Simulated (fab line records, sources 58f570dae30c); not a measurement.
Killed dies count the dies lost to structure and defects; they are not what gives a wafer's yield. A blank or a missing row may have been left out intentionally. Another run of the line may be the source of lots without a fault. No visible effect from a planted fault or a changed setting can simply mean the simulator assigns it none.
What tool caused it? | flow berkeley_cmos170 | 7 lots with 21 wafers sampled at 3 steps, on a route of 331 steps

== WHAT EACH GAUGE READ, for each wafer ==
UCB170_M1_CD_MEAS_90 targets a cd of 700 nm.
lot  | measured     | on        | cd_nm (nm)
L301 | day 8 00:41  | cd_sem-01 | 696.0 693.9 697.7
L303 | day 8 23:05  | cd_sem-02 | 701.4 702.0 701.3
L305 | day 8 23:24  | cd_sem-02 | 697.8 697.7 701.9
L311 | day 10 14:35 | cd_sem-02 | 688.6 686.5 688.1
L316 | day 11 14:14 | cd_sem-01 | 699.2 700.2 698.5
L319 | day 12 08:19 | cd_sem-02 | 701.0 698.8 697.0
L321 | day 13 11:40 | cd_sem-01 | 703.0 703.1 702.1

== EACH LOT AND THE TOOL THAT RAN IT (in order: tool; ch and the chambers of the sampled wafers; start) ==
lot  | UCB170_M1_METAL_ETCH_12           | UCB170_M1_STRIP_13
L301 | rie_metal-03 ch 0,1, day 8 00:26  | plasma_asher-04 ch 0,1, day 8 00:34
L303 | rie_metal-03 ch 0,1, day 8 22:50  | plasma_asher-02 ch 0,1, day 8 22:58
L305 | rie_metal-04 ch 0,1, day 8 23:10  | plasma_asher-04 ch 0,1, day 8 23:18
L311 | rie_metal-02 ch 0,1, day 10 14:20 | plasma_asher-02 ch 0,1, day 10 14:28
L316 | rie_metal-04 ch 1, day 11 14:01   | plasma_asher-04 ch 0,1, day 11 14:08
L319 | rie_metal-03 ch 0,1, day 12 08:05 | plasma_asher-02 ch 0,1, day 12 08:13
L321 | rie_metal-02 ch 0, day 13 11:19   | plasma_asher-03 ch 1, day 13 11:33
- UCB170_M1_METAL_ETCH_12: etches Al in Cl2/BCl3, stops on PSG, target depth 780 nm, time 130 s.
- UCB170_M1_STRIP_13: strips in O2.

== THE ANSWER, worked out from the rows above alone ==
Rule: the usual values come from the lots themselves. Put in order of their means at a reading, lots are off if they are a third of the lots or fewer, leave a main group of 4 or more, and stand apart from it by a gap of 3 or more times the standard deviation of the main group's means; of several such gaps the widest counts. A main group whose means are all the same, to the digits that the tables above print for the reading, isn't used. Also off: a lot with no number at a reading for which 4 or more lots have one. Where the step has rows for the other lots, those lots are counted as sound.
Off: L311 (UCB170_M1_CD_MEAS_90, cd_nm). Main group: mean 699.6 nm, sd 2.2.
If a tool, at a process step before that reading, ran all the lots that are off and no sound lot after the first of them, it fits. Gauges at UCB170_M1_CD_MEAS_90: tried the same way as those tools. Not one of the candidates tried fits.

== WHAT THE SIMULATOR PUT IN ==
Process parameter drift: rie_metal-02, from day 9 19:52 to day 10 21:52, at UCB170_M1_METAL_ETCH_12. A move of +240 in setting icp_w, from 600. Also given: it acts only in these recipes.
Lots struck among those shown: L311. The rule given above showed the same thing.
